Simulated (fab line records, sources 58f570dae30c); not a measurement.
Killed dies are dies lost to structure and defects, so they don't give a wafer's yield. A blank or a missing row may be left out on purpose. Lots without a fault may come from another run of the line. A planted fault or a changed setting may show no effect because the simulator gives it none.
Chamber matching | flow berkeley_cmos170 | UCB170_V2_CMP_02 on cmp-02: 4 sister chambers
The step polishes SiO2. 4 wafers are shown with their chamber, then 7 later ones without.

WAFERS WITH THEIR CHAMBER
wafer  | chamber | motor_current_A (A)
L868.5 | 0       | 17.0
L875.3 | 2       | 15.2
L877.3 | 3       | 18.5
L877.5 | 1       | 14.4

WAFERS WITHOUT THEIR CHAMBER
wafer  | motor_current_A (A)
L877.6 | 15.1
L885.2 | 14.0
L885.3 | 17.9
L885.5 | 14.3
L890.2 | 16.0
L890.4 | 15.7
L890.6 | 15.8

WHICH CHAMBER EACH WENT THROUGH
wafer  | from the rows above          | in truth
L877.6 | can't be placed: 2 or 1      | 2
L885.2 | can't be placed: 1 or 2      | 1
L885.3 | can't be placed: 3 or 0      | 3
L885.5 | can't be placed: 1 or 2      | 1
L890.2 | can't be placed: 2 or 0 or 1 | 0
L890.4 | can't be placed: 2 or 1 or 0 | 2
L890.6 | can't be placed: 2 or 0 or 1 | 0
Placed correctly: 0 of 7. Can't be placed from these rows: 7 (the true chamber is among the candidates in 7). Placed wrongly: 0.
How it was worked out, from the rows above alone: a wafer's distance from a chamber is the root of the sum, over the readings, of the square of ((its reading less the chamber's mean) divided by the reading's scatter). The wafer belongs to the nearest chamber; if the next one is less than 2 further off, it can't be placed. A chamber's mean is the mean of its shown wafers. The scatter: with one shown wafer a chamber, the root of the mean of the squares of how far each hidden wafer lies from its nearest shown one.
